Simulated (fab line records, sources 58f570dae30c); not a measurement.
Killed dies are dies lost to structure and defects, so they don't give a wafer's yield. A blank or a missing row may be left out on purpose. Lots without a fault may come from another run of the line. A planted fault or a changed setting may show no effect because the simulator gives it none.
fab line records | flow berkeley_cmos170
record lots=6 wafers=18 last_day=12
route steps=331 shown NWELL@16 M3@331
lots that met no fault: from a run of the same line without faults
start_h: hours from the record's first day to the start of the lot's first wafer shown | wait_h: hours since the lot's step before | " the same as in the row above | L1.1+2: a row that stands for several wafers | - no value, or no start given | * or withheld: withheld | < > ~ a bound
route shown NAME@n: a module of which the file shows steps, and the number in the route of the first | usual: mean/standard deviation of fault-free wafers | same: alike in all rows | chamber/n: place in a boat | sites: the reading at each site | _std_site: their standard deviation | _edge_site: outer sites' mean less inner sites' | radius_mm: how far each site lies from the wafer's centre | mask NAME#n: copy n | behind: the tool/chamber that last shaped the wafer | hold: why the lot was held/for how many hours/how that ended | device: the transistor (n, p or np) that didn't switch | end of line: the same wafers' tests at the end of the route | a step without rows: its recipe alone | killed: dies lost to structure and defects at the first sort, not the wafer's yield | map: a wafer's dies, x killed, . not, _ none there
set.NAME: the setting as run; set.NAME@STEP: as run at that earlier step | model.NAME: the simulator's own value behind a step, which no gauge read
lots at some steps of the route; a table a step, a row a wafer
services: from which hour (start_h, from the record's first day; less than 0 if before it) a tool's chamber was out of use, for how many hours, and why
## steps
# step UCB170_NWELL_THK_MEAS_02
# recipe reads=SiO2_of_NWELL_OXIDATION_01
# usual NWELL_OXIDE_THK=26.4/0.38
# columns lot.wafer tool chamber start_h wait_h NWELL_OXIDE_THK[nm]
L198.1 film_metro-04 - 74.95 0.0 26.1
L198.4 " - " " 26.1
L198.5 " - " " 26.3
L201.1 film_metro-02 - 92.48 0.0 26.4
L201.2 " - " " 26.7
L201.6 " - " " 27.1
L206.1 film_metro-02 - 116.03 0.0 26.5
L206.2 " - " " 27.0
L206.5 " - " " 26.6
L207.1 film_metro-04 - 116.04 0.0 27.0
L207.2 " - " " 26.5
L207.6 " - " " 26.7
L210.1 film_metro-04 - 138.23 0.0 26.5
L210.3 " - " " 26.2
L210.5 " - " " 26.5
L211.2 film_metro-01 - 138.24 0.0 26.8
L211.3 " - " " 26.3
L211.6 " - " " 26.0
# step UCB170_NWELL_ANNEAL_03
# recipe temp_c=1000 time_s=900 ambient=N2
# step UCB170_NWELL_CVD_04
# recipe material=Si3N4 target_thk_nm=224 temp_c=800 precursor=SiH2Cl2/NH3 time_s=3360 pressure_mtorr=200 sih2cl2_flow_sccm=25 nh3_flow_sccm=75
# step UCB170_NWELL_THK_MEAS_05
# recipe reads=Si3N4_of_NWELL_CVD_04
# usual NWELL_NITRIDE_THK=222.8/2.3
# columns lot.wafer tool chamber start_h wait_h NWELL_NITRIDE_THK[nm]
L198.1 film_metro-04 - 82.15 0.0 218.7
L198.4 " - " " 218.7
L198.5 " - " " 219.3
L201.1 film_metro-01 - 101.37 0.0 222.6
L201.2 " - " " 221.7
L201.6 " - " " 222.0
L206.1 film_metro-02 - 125.35 0.0 224.9
L206.2 " - " " 222.4
L206.5 " - " " 223.0
L207.1 film_metro-01 - 125.35 0.0 226.1
L207.2 " - " " 224.8
L207.6 " - " " 225.4
L210.1 film_metro-01 - 146.85 0.0 224.5
L210.3 " - " " 225.3
L210.5 " - " " 226.1
L211.2 film_metro-02 - 146.86 0.0 224.3
L211.3 " - " " 225.1
L211.6 " - " " 224.7
# step UCB170_NWELL_HMDS_06
# recipe prime_time_s=60 prime_temp_c=100
# step UCB170_NWELL_COAT_07
# recipe resist=KrF spin_rpm=1500 resist_thk_nm=900
# step UCB170_NWELL_SOFTBAKE_08
# recipe resist=KrF temp_c=130 time_s=60
# step UCB170_NWELL_EXPOSE_09
# recipe mask_id=NWELL target_cd_nm=3000 na=0.5 sigma_outer=0.6 source_shape=conventional dose_mj=25
# step UCB170_NWELL_PEB_10
# recipe peb_temp_c=130 peb_time_s=withheld resist=KrF
# step UCB170_NWELL_DEVELOP_11
# recipe developer=TMAH develop_time_s=45 resist=KrF dev_temp_c=21
# step UCB170_NWELL_OVL_MEAS_12
# usual NWELL_OVL=1/5.7
# columns lot.wafer tool chamber start_h wait_h NWELL_OVL[nm]
L198.1 overlay-01 - 83.84 - 4
L198.4 " - " " -5
L198.5 " - " " 3
L201.1 overlay-01 - 102.48 - -5
L201.2 " - " " 2
L201.6 " - " " -2
L206.1 overlay-01 - 127.55 - -4
L206.2 " - " " 1
L206.5 " - " " 0
L207.1 overlay-02 - 127.82 - 7
L207.2 " - " " -1
L207.6 " - " " 4
L211.2 overlay-01 - 147.76 - 0
L211.3 " - " " 1
L211.6 " - " " 5
L210.1 overlay-01 - 147.99 - 10
L210.3 " - " " 14
L210.5 " - " " 4
# step UCB170_NWELL_ETCH_13
# recipe chemistry=CH3F/Ar/O2 target=Si3N4 stop_on=SiO2 CH3F_flow_sccm=20 Ar_flow_sccm=50 O2_flow_sccm=7 pressure_mtorr=50 rf_w=450 target_depth_a=2464 over_etch_frac=0.1 time_s=154
# usual drypump_motor_current_A=5.7/0.42 oes_product_au=0.942/0.017 throttle_valve_pct=8.00/0.12
# columns lot.wafer tool chamber start_h wait_h drypump_motor_current_A oes_product_au rf_hours_counter_h throttle_valve_pct
L198.1 rie_diel-03 3 83.88 0.0 5.3 0.951 28 8.12
L198.4 " 0 " " 5.5 0.940 10 8.11
L198.5 " 1 " " 5.8 0.911 - 7.80
L201.1 rie_diel-04 0 102.51 0.0 5.2 0.944 117 7.82
L201.2 " 2 " " 6.4 0.924 86 7.97
L201.6 " 3 " " 5.8 0.940 - 8.17
L206.1 rie_diel-04 2 127.58 0.0 6.4 0.918 88 7.97
L206.2 " 1 " " 6.0 0.946 20 7.94
L206.5 " 0 " " 5.2 0.955 - 7.82
L207.1 rie_diel-03 2 127.86 0.0 5.2 0.948 141 8.02
L207.2 " 0 " " 5.6 0.944 12 8.12
L207.6 " 0 " " 5.5 0.947 - 8.09
L211.2 rie_diel-04 0 147.79 0.0 5.2 0.951 119 7.84
L211.3 " 1 " " 6.0 0.961 21 7.94
L211.6 " 2 " " 6.4 0.935 - 7.97
L210.1 rie_diel-04 3 148.03 0.0 5.8 0.956 12 8.17
L210.3 " 1 " " 6.0 0.953 21 7.95
L210.5 " 0 " " 5.3 0.944 - 7.82
# step UCB170_NWELL_IMPLANT_14
# recipe species=P dose_cm2=1e+13 energy_kev=150 tilt_deg=7
# usual end_station_pressure_torr=5e-06/2.8e-07
# columns lot.wafer tool chamber start_h wait_h end_station_pressure_torr
L198.1 implanter-03 0 83.98 0.1 4.63e-06
L198.4 " 0 " " 4.89e-06
L198.5 " 0 " " 4.79e-06
L201.1 implanter-01 0 102.62 0.1 5.14e-06
L201.2 " 0 " " 4.83e-06
L201.6 " 0 " " 5.51e-06
L206.1 implanter-01 0 127.69 0.1 4.46e-06
L206.2 " 0 " " 5.06e-06
L206.5 " 0 " " 5.37e-06
L207.1 implanter-03 0 127.96 0.1 4.87e-06
L207.2 " 0 " " 5.15e-06
L207.6 " 0 " " 5.21e-06
L211.2 implanter-03 0 147.91 0.1 4.7e-06
L211.3 " 0 " " 4.74e-06
L211.6 " 0 " " 5.58e-06
L210.1 implanter-01 0 148.13 0.1 5e-06
L210.3 " 0 " " 5.02e-06
L210.5 " 0 " " 4.76e-06
# step UCB170_NWELL_STRIP_15
# recipe chemistry=O2 power_w=400 pressure_mtorr=3500 platen_temp_c=withheld o2_flow_sccm=400 overash_fraction=0.5
# usual drypump_motor_current_A=5.90/0.22 oes_product_au=0.721/0.0044 strip_time_to_endpoint_s=17.97/0.078
# columns lot.wafer tool chamber start_h wait_h drypump_motor_current_A oes_product_au rf_hours_counter_h strip_time_to_endpoint_s
L198.1 plasma_asher-04 0 84.13 0.1 5.81 0.720 38 18.00
L198.4 " 0 " " 5.78 0.718 - 18.00
L198.5 " 0 " " 5.80 0.719 - 17.86
L201.1 plasma_asher-02 0 102.77 0.1 6.10 0.714 34 17.92
L201.2 " 1 " " 6.30 0.721 34 17.84
L201.6 " 0 " " 6.13 0.720 - 18.01
L206.1 plasma_asher-04 0 127.84 0.1 5.79 0.722 44 18.04
L206.2 " 1 " " 5.73 0.719 44 18.06
L206.5 " 0 " " 5.80 0.722 - 18.07
L207.1 plasma_asher-01 1 128.11 0.1 5.66 0.722 1 17.95
L207.2 " 0 " " 6.24 0.728 1 17.92
L207.6 " 1 " " 5.66 0.729 - 17.91
L211.2 plasma_asher-01 1 148.04 0.1 5.64 0.718 3 18.01
L211.3 " 0 " " 6.22 0.716 - 17.89
L211.6 " 0 " " 6.21 0.722 - 17.98
L210.1 plasma_asher-04 0 148.28 0.1 5.76 0.724 46 17.96
L210.3 " 0 " " 5.80 0.718 - 18.05
L210.5 " 1 " " 5.74 0.722 - 18.11
# step UCB170_NWELL_TW_MEAS_16
# usual NWELL_TW=1235/13
# columns lot.wafer tool chamber start_h wait_h NWELL_TW
L198.1 film_metro-01 - 84.23 0.1 1215
L198.4 " - " " 1218
L198.5 " - " " 1217
L201.1 film_metro-02 - 102.87 0.1 1245
L201.2 " - " " 1247
L201.6 " - " " 1243
L206.1 film_metro-04 - 127.94 0.1 1173
L206.2 " - " " 1178
L206.5 " - " " 1174
L207.1 film_metro-01 - 128.21 0.1 1219
L207.2 " - " " 1219
L207.6 " - " " 1218
L211.2 film_metro-01 - 148.15 0.1 1218
L211.3 " - " " 1221
L211.6 " - " " 1219
L210.1 film_metro-02 - 148.38 0.1 1185
L210.3 " - " " 1186
L210.5 " - " " 1189
# step UCB170_NWELL_CLEAN_17
# recipe chemistry=SPM temp_c=120 time_s=600
# step UCB170_M3_PROBE_99
# columns lot.wafer tool chamber start_h wait_h model.etest.nwell.rs_ohm_sq_range model.etest.nwell_pinched.rs_ohm_sq model.etest.nwell.rs_ohm_sq model.etest.nwell.rs_ohm_sq_rim_less_centre model.etest.nwell.width_nm model.etest.nwell.line_ohm_um model.etest.pmos_0p35.drive_ua_um_range model.etest.pldd.rs_ohm_sq_range
L198.4 prober-02 - 236.59 0.2 32.71 1274 858 -16.52 2372 362 3.171 14.39
L198.5 prober-02 - 236.64 0.2 21 1287 864.1 -0.7007 2370 362.6 4.205 16.25
L201.1 prober-01 - 253.19 0.1 23.46 1280 856.9 -1.519 2368 365.1 4.676 20.89
L201.2 prober-01 - 253.24 0.1 35.74 1290 861.9 -2.233 2362 362.6 3.971 28.12
L201.6 prober-01 - 253.44 0.2 21.2 1283 861.4 -11.76 2369 364.6 4.878 31.57
L207.1 prober-01 - 279.79 0.1 33.96 1295 864.8 22.69 2365 365.9 2.708 20.86
L207.2 prober-01 - 279.84 0.1 17.95 1293 869.9 4.968 2360 364.8 6.465 16.06
L207.6 prober-01 - 280.04 0.2 31.04 1310 878.6 14.77 2356 368.1 4.975 11.97
L206.1 prober-01 - 280.34 0.1 210 1497 971.3 -91.75 2297 419.2 16.8 31.07
L206.2 prober-01 - 280.39 0.1 219.8 1500 976.5 -114 2292 420.4 15.34 21.67
L206.5 prober-01 - 280.54 0.2 211.2 1485 980.7 -78.97 2301 428.6 16.15 39.14
L211.2 prober-01 - 294.37 0.1 24.07 1270 862.4 -0.4192 2366 365.2 5.093 25.36
L211.3 prober-01 - 294.42 0.2 30.97 1291 860.6 -10.63 2350 372.5 3.872 23.7
L211.6 prober-01 - 294.57 0.2 24.72 1267 856 -6.279 2370 363.7 4.023 15.6
L210.1 prober-02 - 296.53 0.1 221 1471 980.4 -111.8 2313 424.4 13.33 21.37
L210.3 prober-02 - 296.63 0.2 226 1463 970.6 -118.6 2297 422.3 14.41 20.35
L210.5 prober-02 - 296.73 0.2 224.9 1482 986.1 -115.8 2302 428.2 13.03 33.54
# killed by level:class
L198.4 GATE:geometric_particle:short=2 M2:geometric_particle:short=1
L198.5 ACTIVE:area_etch=3 GATE:geometric_particle:open=1 SILICIDE:geometric_particle:open=1
L201.1 SILICIDE:geometric_particle:short=1 M3:geometric_particle:short=1
L201.2 SILICIDE:geometric_particle:open=1 M1:geometric_particle:short=1 V2:geometric_particle:open=1 M3:geometric_particle:short=1
L201.6 SPACER:geometric_particle:open=1 SILICIDE:geometric_particle:open=1 SILICIDE:geometric_particle:short=1 M1:geometric_particle:short=1 V2:geometric_particle:open=1
L207.1 CONTACT:geometric_particle:short=1
L207.2 ACTIVE:geometric_particle:open=1 M2:geometric_particle:short=1
L207.6 M2:geometric_particle:short=1
L206.1 SACOX:geometric_particle:short=1 V1:geometric_particle:open=1 M2:geometric_particle:short=1
L206.2 GATE:geometric_particle:short=1 SPACER:geometric_particle:open=1
L206.5
L211.2 SCREENOX:geometric_particle:open=1 CONTACT:geometric_particle:short=1
L211.3 SPACER:geometric_particle:open=1
L211.6 ACTIVE:geometric_particle:open=1 GATE:geometric_particle:short=1 SPACER:geometric_particle:short=1 SPACER:geometric_particle:open=1 SILICIDE:geometric_particle:short=1
## services
# columns tool chamber start_h hours kind
rie_diel-03 0 73.00 4.3 repair
rie_diel-04 - 91.58 0.8 repair
plasma_asher-01 - 108.83 9.0 pm
plasma_asher-01 0 108.83 9.0 vent_cycle
plasma_asher-01 1 108.83 9.0 vent_cycle
rie_diel-03 1 116.40 9.2 repair
plasma_asher-01 0 117.83 - clean
plasma_asher-01 1 117.83 - clean
rie_diel-04 0 119.94 7.6 repair
rie_diel-03 0 136.13 2.8 repair
plasma_asher-04 - 136.13 3.3 repair
plasma_asher-01 - 137.47 6.2 repair
## key
first_sign step=UCB170_NWELL_TW_MEAS_16 reading=NWELL_TW direction=down sigmas=4.2 usual=1235 struck=1181
effect none on later readings
model_effect step=UCB170_M3_PROBE_99 value=etest.nwell.rs_ohm_sq_range without=27.25 struck=218.8
met_at UCB170_NWELL_IMPLANT_14
struck_wafers L206.1,L206.2,L206.5,L210.1,L210.3,L210.5
sort_left_out L210.1,L210.3,L210.5
tester_left_out L206,L210
onset_between 102.62 127.69
also_fits UCB170_NWELL_STRIP_15:plasma_asher-04
fault kind=process_parameter_drift tool=implanter-01 chamber=- onset_h=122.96 steps=UCB170_NWELL_IMPLANT_14 channel=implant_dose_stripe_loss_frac offset=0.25 shape=step end_h=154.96
# tester_left_out: of these lots the tester's yield and bins aren't shown, on N5 and GAA mostly nor the transistor test; their killed dies are dies lost to structure and defects alone, not to doping, threshold or leakage, so they don't give the yield
# sort_left_out: the simulated sort isn't trusted on such a fault, so these wafers' sort isn't shown, and their yield isn't known
